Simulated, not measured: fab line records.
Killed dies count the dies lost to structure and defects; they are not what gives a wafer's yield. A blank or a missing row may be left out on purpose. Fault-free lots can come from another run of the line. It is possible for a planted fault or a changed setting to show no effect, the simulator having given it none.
Which tool did it? | flow berkeley_cmos170 | 7 lots, 21 wafers sampled, at 1 step of a route of 331

WHAT THE GAUGES READ, wafer by wafer
UCB170_FIELD_THK_MEAS_02.
lot  | measured    | on            | FIELD_OXIDE_THK (nm)
L128 | day 5 12:17 | film_metro-02 | 561 570 558
L130 | day 5 21:52 | film_metro-03 | 543 549 562
L132 | day 6 11:48 | film_metro-04 | 565 557 562
L140 | day 8 04:37 | film_metro-03 | 558 565 561
L145 | day 8 12:01 | film_metro-02 | 560 557 558
L146 | day 9 10:49 | film_metro-03 | 556 562 568
L147 | day 9 10:50 | film_metro-04 | 553 555 553

WHAT TOOL EACH LOT RAN ON (gives the tool, then ch and the chambers of the sampled wafers, and finally the start)
There is no process step in the record ahead of these readings.

THE ANSWER, worked out from the rows above alone
Rule: the usual values come from the lots themselves. Put in order of their means at a reading, lots are off if they are a third of the lots or fewer, leave a main group of 4 or more, and stand apart from it by a gap of 3 or more times the standard deviation of the main group's means; of several such gaps the widest counts. Not used: any main group whose means are identical at the precision the tables above print for the reading. Also off: a lot with no number at a reading for which 4 or more lots have one. The other lots that the step has rows for count as sound.
Across all readings shown, no lot is off: no conclusion can be drawn from this.

WHAT THE SIMULATOR HAD PUT IN
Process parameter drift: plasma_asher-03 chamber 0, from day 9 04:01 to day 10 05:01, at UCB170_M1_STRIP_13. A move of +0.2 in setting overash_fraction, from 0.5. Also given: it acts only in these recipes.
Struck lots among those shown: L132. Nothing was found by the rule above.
